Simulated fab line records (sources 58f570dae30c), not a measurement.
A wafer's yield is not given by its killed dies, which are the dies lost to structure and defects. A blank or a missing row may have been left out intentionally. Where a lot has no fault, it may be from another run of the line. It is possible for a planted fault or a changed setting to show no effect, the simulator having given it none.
Which tool is to blame? / flow berkeley_cmos170 / 21 wafers from 7 lots sampled at 4 of the route's 331 steps

== WHAT THE GAUGES SHOWED, per wafer ==
UCB170_M3_RS_MEAS_02: measurement is done with a four-point probe.
lot=L910; measured=day 8 04:31; on=film_metro-03; M3_AL_RS (ohm/sq)=0.0316 0.0315 0.0319
lot=L911; measured=day 9 01:20; on=film_metro-01; M3_AL_RS (ohm/sq)=0.0322 0.0324 0.0320
lot=L914; measured=day 9 09:49; on=film_metro-04; M3_AL_RS (ohm/sq)=0.0318 0.0318 0.0313
lot=L915; measured=day 10 06:48; on=film_metro-04; M3_AL_RS (ohm/sq)=0.0421 0.0422 0.0423
lot=L926; measured=day 11 19:08; on=film_metro-01; M3_AL_RS (ohm/sq)=0.0321 0.0319 0.0319
lot=L928; measured=day 12 12:08; on=film_metro-03; M3_AL_RS (ohm/sq)=0.0318 0.0314 0.0318
lot=L932; measured=day 12 23:54; on=film_metro-03; M3_AL_RS (ohm/sq)=0.0330 0.0331 0.0328

== WHAT TOOL EACH LOT RAN ON (gives the tool, then ch and the chambers of the sampled wafers, and finally the start) ==
lot=L910; UCB170_M2_SPUTTER_01=pvd_sputter-02, day 7 22:26; UCB170_V2_CVD_00=pecvd-03 ch 0,1,2, day 8 01:45; UCB170_M3_SPUTTER_01=pvd_sputter-01, day 8 04:25
lot=L911; UCB170_M2_SPUTTER_01=pvd_sputter-03, day 8 18:32; UCB170_V2_CVD_00=pecvd-03 ch 1,2, day 8 22:38; UCB170_M3_SPUTTER_01=pvd_sputter-03, day 9 01:14
lot=L914; UCB170_M2_SPUTTER_01=pvd_sputter-02, day 9 03:38; UCB170_V2_CVD_00=pecvd-01 ch 0,1, day 9 06:53; UCB170_M3_SPUTTER_01=pvd_sputter-01, day 9 09:44
lot=L915; UCB170_M2_SPUTTER_01=pvd_sputter-02, day 10 00:52; UCB170_V2_CVD_00=pecvd-01 ch 1,2, day 10 04:04; UCB170_M3_SPUTTER_01=pvd_sputter-01, day 10 06:43
lot=L926; UCB170_M2_SPUTTER_01=pvd_sputter-01, day 11 12:41; UCB170_V2_CVD_00=pecvd-01 ch 0,1, day 11 16:25; UCB170_M3_SPUTTER_01=pvd_sputter-04, day 11 19:02
lot=L928; UCB170_M2_SPUTTER_01=pvd_sputter-03, day 12 06:48; UCB170_V2_CVD_00=pecvd-01 ch 0,1,2, day 12 09:32; UCB170_M3_SPUTTER_01=pvd_sputter-03, day 12 12:01
lot=L932; UCB170_M2_SPUTTER_01=pvd_sputter-03, day 12 18:31; UCB170_V2_CVD_00=pecvd-03 ch 0,1,2, day 12 21:30; UCB170_M3_SPUTTER_01=pvd_sputter-04, day 12 23:46
- UCB170_M2_SPUTTER_01: material Al, target thk 900 nm, time 120 s.
- UCB170_V2_CVD_00: deposits SiO2 from TEOS/O2, target thk 2000 nm, time 250 s.
- UCB170_M3_SPUTTER_01: material Al, target thk 900 nm, time 120 s.

== THE ANSWER, worked out from the rows above alone ==
Rule: the usual values come from the lots themselves. The widest of any qualifying gaps counts: lots, ordered by their means at a reading, are off when they make up no more than a third of the lots, leave a main group of 4 or more, and stand apart from it by 3 or more times the standard deviation of that group's means. A main group is skipped when, at the precision printed for the reading in the tables above, its means are all equal. Also off: a lot with no number at a reading for which 4 or more lots have one. Any other lot the step has rows for is counted as sound.
Off: L915, at UCB170_M3_RS_MEAS_02 (M3_AL_RS). Mean 0.0320 ohm/sq and standard deviation 0.00047 in the main group.
If a tool, at a process step before that reading, ran all the lots that are off and no sound lot after the first of them, it fits. Those tools and the gauges at UCB170_M3_RS_MEAS_02 are tried in the same way. Can't be told from this: 3 tools fit, pvd_sputter-02 at UCB170_M2_SPUTTER_01, pvd_sputter-01 at UCB170_M3_SPUTTER_01, film_metro-04 at UCB170_M3_RS_MEAS_02.

== WHAT WAS PUT IN BY THE SIMULATOR ==
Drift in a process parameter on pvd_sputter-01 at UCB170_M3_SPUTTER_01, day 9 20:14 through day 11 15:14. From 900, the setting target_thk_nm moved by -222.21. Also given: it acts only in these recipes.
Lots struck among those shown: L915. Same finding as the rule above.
